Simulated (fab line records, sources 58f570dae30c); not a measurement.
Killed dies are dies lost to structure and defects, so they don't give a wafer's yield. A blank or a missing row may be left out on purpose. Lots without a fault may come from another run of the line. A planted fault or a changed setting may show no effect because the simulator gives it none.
fab line records | flow berkeley_cmos170
record lots=5 wafers=23
route steps=331 shown M2@272 V2@302
start_h: hours from the record's first day to the start of the lot's first wafer shown | wait_h: hours since the lot's step before | " the same as in the row above | L1.1+2: a row that stands for several wafers | - no value, or no start given | * or withheld: withheld | < > ~ a bound
route shown NAME@n: a module of which the file shows steps, and the number in the route of the first | usual: mean/standard deviation of fault-free wafers | same: alike in all rows | chamber/n: place in a boat | sites: the reading at each site | _std_site: their standard deviation | _edge_site: outer sites' mean less inner sites' | radius_mm: how far each site lies from the wafer's centre | mask NAME#n: copy n | behind: the tool/chamber that last shaped the wafer | hold: why the lot was held/for how many hours/how that ended | device: the transistor (n, p or np) that didn't switch | end of line: the same wafers' tests at the end of the route | a step without rows: its recipe alone | killed: dies lost to structure and defects at the first sort, not the wafer's yield | map: a wafer's dies, x killed, . not, _ none there
set.NAME: the setting as run; set.NAME@STEP: as run at that earlier step | model.NAME: the simulator's own value behind a step, which no gauge read
lots whose settings were changed on purpose; a table a step, a row a wafer
## steps
# step UCB170_M2_SPUTTER_01
# recipe material=Al target_thk_nm=900 time_s=120 power_w=6000 chamber_pressure_pa=0.5
# columns lot.wafer tool chamber start_h wait_h set.power_w model.Al_of_M2_SPUTTER_01.thk_nm
L075.1 pvd_sputter-01 - 159.72 0.0 6000 912.4
L075.3 " - " " 5552 835.7
L075.4 " - " " 5552 847.8
L075.5 " - " " 5552 844.9
L075.6 " - " " 6000 908.7
L074.1 pvd_sputter-03 - 160.22 0.0 6000 908.8
L074.3 " - " " 6537 989.6
L074.4 " - " " 6537 997.3
L074.5 " - " " 6000 917.9
L074.6 " - " " 6537 1003
L077.1 pvd_sputter-01 - 177.96 0.0 6000 910.4
L077.2 " - " " 6000 903.2
L077.6 " - " " 6000 903.3
L082.1 pvd_sputter-02 - 186.64 0.0 6000 893.3
L082.3 " - " " 6000 890.4
L082.4 " - " " 6000 887.6
L082.5 " - " " 6000 883
L082.6 " - " " 6000 894.6
L085.1 pvd_sputter-01 - 192.93 0.0 6198 925.5
L085.2 " - " " 6198 930.2
L085.3 " - " " 6000 903.3
L085.4 " - " " 6198 921.4
L085.6 " - " " 6000 889.9
# step UCB170_M2_RS_MEAS_02
# recipe thk_meas_gauge=four-point-probe reads=Al_of_M2_SPUTTER_01
# usual M2_AL_RS=0.0321/0.00039
# columns lot.wafer tool chamber start_h wait_h set.power_w@M2_SPUTTER_01 M2_AL_RS[ohm/sq]
L075.1 film_metro-04 - 159.80 0.0 6000 0.0317
L075.3 " - " " 5552 0.0347
L075.4 " - " " 5552 0.0342
L075.5 " - " " 5552 0.0343
L075.6 " - " " 6000 0.0318
L074.1 film_metro-04 - 160.30 0.0 6000 0.0319
L074.3 " - " " 6537 0.0293
L074.4 " - " " 6537 0.0290
L074.5 " - " " 6000 0.0316
L074.6 " - " " 6537 0.0288
L077.1 film_metro-03 - 178.05 0.0 6000 0.0318
L077.2 " - " " 6000 0.0321
L077.6 " - " " 6000 0.0320
L082.1 film_metro-01 - 186.73 0.0 6000 0.0324
L082.3 " - " " 6000 0.0325
L082.4 " - " " 6000 0.0325
L082.5 " - " " 6000 0.0327
L082.6 " - " " 6000 0.0322
L085.1 film_metro-04 - 193.01 0.0 6198 0.0313
L085.2 " - " " 6198 0.0311
L085.3 " - " " 6000 0.0320
L085.4 " - " " 6198 0.0314
L085.6 " - " " 6000 0.0326
# step UCB170_M2_THK_MEAS_03
# recipe thk_meas_gauge=xrf reads=Al_of_M2_SPUTTER_01
# usual M2_AL_THK=911/12
# columns lot.wafer tool chamber start_h wait_h set.power_w@M2_SPUTTER_01 M2_AL_THK[nm]
L075.1 film_metro-04 - 159.92 0.1 6000 930
L075.3 " - " " 5552 842
L075.4 " - " " 5552 858
L075.5 " - " " 5552 853
L075.6 " - " " 6000 921
L074.1 film_metro-04 - 160.42 0.1 6000 911
L074.3 " - " " 6537 1000
L074.4 " - " " 6537 1003
L074.5 " - " " 6000 933
L074.6 " - " " 6537 1009
L077.1 film_metro-03 - 178.17 0.1 6000 921
L077.2 " - " " 6000 913
L077.6 " - " " 6000 910
L082.1 film_metro-01 - 186.85 0.1 6000 897
L082.3 " - " " 6000 898
L082.4 " - " " 6000 898
L082.5 " - " " 6000 892
L082.6 " - " " 6000 898
L085.1 film_metro-04 - 193.13 0.1 6198 934
L085.2 " - " " 6198 933
L085.3 " - " " 6000 903
L085.4 " - " " 6198 927
L085.6 " - " " 6000 894
# step UCB170_V2_PEB_10
# recipe peb_temp_c=130 peb_time_s=withheld resist=KrF
# columns lot.wafer tool chamber start_h wait_h set.peb_temp_c
L075.1+4+5 litho_track-02 0 164.74 0.2 133.4
L075.3+6 " 0 " " 130
L074.1+3+6 litho_track-04 0 165.96 0.8 127.4
L074.4+5 " 0 " " 130
L077.1+2+6 litho_track-04 0 182.98 0.1 130
L082.1+3+4+5+6 litho_track-02 0 191.18 0.1 130
L085.1+2+3+4+6 litho_track-04 0 198.11 0.1 130
# step UCB170_V2_DEVELOP_11
# recipe developer=TMAH develop_time_s=45 resist=KrF dev_temp_c=21
# columns lot.wafer tool chamber start_h wait_h set.dev_temp_c
L075.1+4 litho_track-02 0 - - 21
L075.3+5+6 " 0 " " 22.39
L074.1+3+4 litho_track-04 0 - - 24.68
L074.5+6 " 0 " " 21
L077.1+2+6 litho_track-04 0 - - 21
L082.1+3+4+5+6 litho_track-02 0 - - 21
L085.1+3 litho_track-04 0 - - 22.73
L085.2+4+6 " 0 " " 21
# step UCB170_V2_CD_MEAS_12
# recipe target_cd_nm=700
# usual cd_nm=699.9/1.5
# columns lot.wafer tool chamber start_h wait_h set.peb_temp_c@V2_PEB_10 cd_nm
L075.1 cd_sem-01 - 165.02 - 133.4 722.2
L075.3 " - " " 130 700.7
L075.4 " - " " 133.4 722.3
L075.5 " - " " 133.4 719.1
L075.6 " - " " 130 702.1
L074.1 cd_sem-02 - 166.26 - 127.4 681.6
L074.3 " - " " 127.4 683.0
L074.4 " - " " 130 700.7
L074.5 " - " " 130 703.0
L074.6 " - " " 127.4 683.1
L077.1 cd_sem-02 - 183.26 - 130 700.8
L077.2 " - " " 130 701.9
L077.6 " - " " 130 702.2
L082.1 cd_sem-01 - 191.45 - 130 700.8
L082.3 " - " " 130 700.6
L082.4 " - " " 130 700.7
L082.5 " - " " 130 700.7
L082.6 " - " " 130 701.8
L085.1 cd_sem-01 - 198.38 - 130 699.8
L085.2 " - " " 130 700.2
L085.3 " - " " 130 698.4
L085.4 " - " " 130 698.8
L085.6 " - " " 130 698.1
# step UCB170_V2_ETCH_14
# recipe chemistry=CHF3/CF4/Ar target=SiO2 stop_on=Al CHF3_flow_sccm=45 cf4_flow_sccm=15 Ar_flow_sccm=150 pressure_mtorr=200 rf_w=700 target_depth_a=12500 over_etch_frac=0.25 time_s=291
# columns lot.wafer tool chamber start_h wait_h set.peb_temp_c@V2_PEB_10 model.V2.cd_nm
L075.1 rie_diel-01 1 165.17 0.0 133.4 720.2
L075.3 " 2 " " 130 699.2
L075.4 " 3 " " 133.4 722.1
L075.5 " 2 " " 133.4 718.1
L075.6 " 3 " " 130 701.3
L074.1 rie_diel-03 2 166.41 0.0 127.4 681.8
L074.3 " 0 " " 127.4 684.7
L074.4 " 1 " " 130 701.7
L074.5 " 2 " " 130 702.9
L074.6 " 3 " " 127.4 682
L077.1 rie_diel-04 3 183.41 0.0 130 700.5
L077.2 " 0 " " 130 699.5
L077.6 " 0 " " 130 700.4
L082.1 rie_diel-03 2 191.61 0.0 130 700.9
L082.3 " 3 " " 130 700.2
L082.4 " 0 " " 130 703.2
L082.5 " 1 " " 130 701.5
L082.6 " 0 " " 130 703.9
L085.1 rie_diel-03 1 198.54 0.0 130 700.7
L085.2 " 0 " " 130 701.2
L085.3+6 " 2,0 " " 130 699.1
L085.4 " 3 " " 130 697.7
# step UCB170_V2_STRIP_15
# recipe chemistry=O2 power_w=400 pressure_mtorr=3500 platen_temp_c=withheld o2_flow_sccm=400 overash_fraction=0.5
# step UCB170_V2_CD_MEAS_90
# recipe target_cd_nm=700
# usual cd_nm=699.5/2
# columns lot.wafer tool chamber start_h wait_h set.peb_temp_c@V2_PEB_10 cd_nm
L075.1 cd_sem-01 - 165.45 0.1 133.4 720.1
L075.3 " - " " 130 699.2
L075.4 " - " " 133.4 722.1
L075.5 " - " " 133.4 718.1
L075.6 " - " " 130 701.4
L074.1 cd_sem-01 - 166.71 0.1 127.4 681.7
L074.3 " - " " 127.4 684.6
L074.4 " - " " 130 701.8
L074.5 " - " " 130 702.6
L074.6 " - " " 127.4 682.1
L077.1 cd_sem-02 - 183.69 0.1 130 700.7
L077.2 " - " " 130 699.4
L077.6 " - " " 130 700.6
L082.1 cd_sem-01 - 191.88 0.1 130 701.1
L082.3 " - " " 130 700.3
L082.4 " - " " 130 703.3
L082.5 " - " " 130 701.6
L082.6 " - " " 130 703.6
L085.1 cd_sem-01 - 198.82 0.1 130 700.7
L085.2 " - " " 130 701.2
L085.3 " - " " 130 698.8
L085.4 " - " " 130 697.6
L085.6 " - " " 130 699.0
## key
split step=UCB170_M2_SPUTTER_01 setting=power_w stated=6000 by=wafer
response step=UCB170_M2_SPUTTER_01 reading=model.Al_of_M2_SPUTTER_01.thk_nm change=+9.18 per=1% r=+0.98
response step=UCB170_M2_RS_MEAS_02 reading=M2_AL_RS change=-0.000323 per=1% r=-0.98
response step=UCB170_M2_THK_MEAS_03 reading=M2_AL_THK change=+9.52 per=1% r=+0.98
split step=UCB170_V2_PEB_10 setting=peb_temp_c stated=130 by=wafer
response step=UCB170_V2_CD_MEAS_12 reading=cd_nm change=+8.33 per=1% r=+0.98
response step=UCB170_V2_ETCH_14 reading=model.V2.cd_nm change=+8.39 per=1% r=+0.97
response step=UCB170_V2_CD_MEAS_90 reading=cd_nm change=+8.35 per=1% r=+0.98
split step=UCB170_V2_DEVELOP_11 setting=dev_temp_c stated=21 by=wafer
response none clear
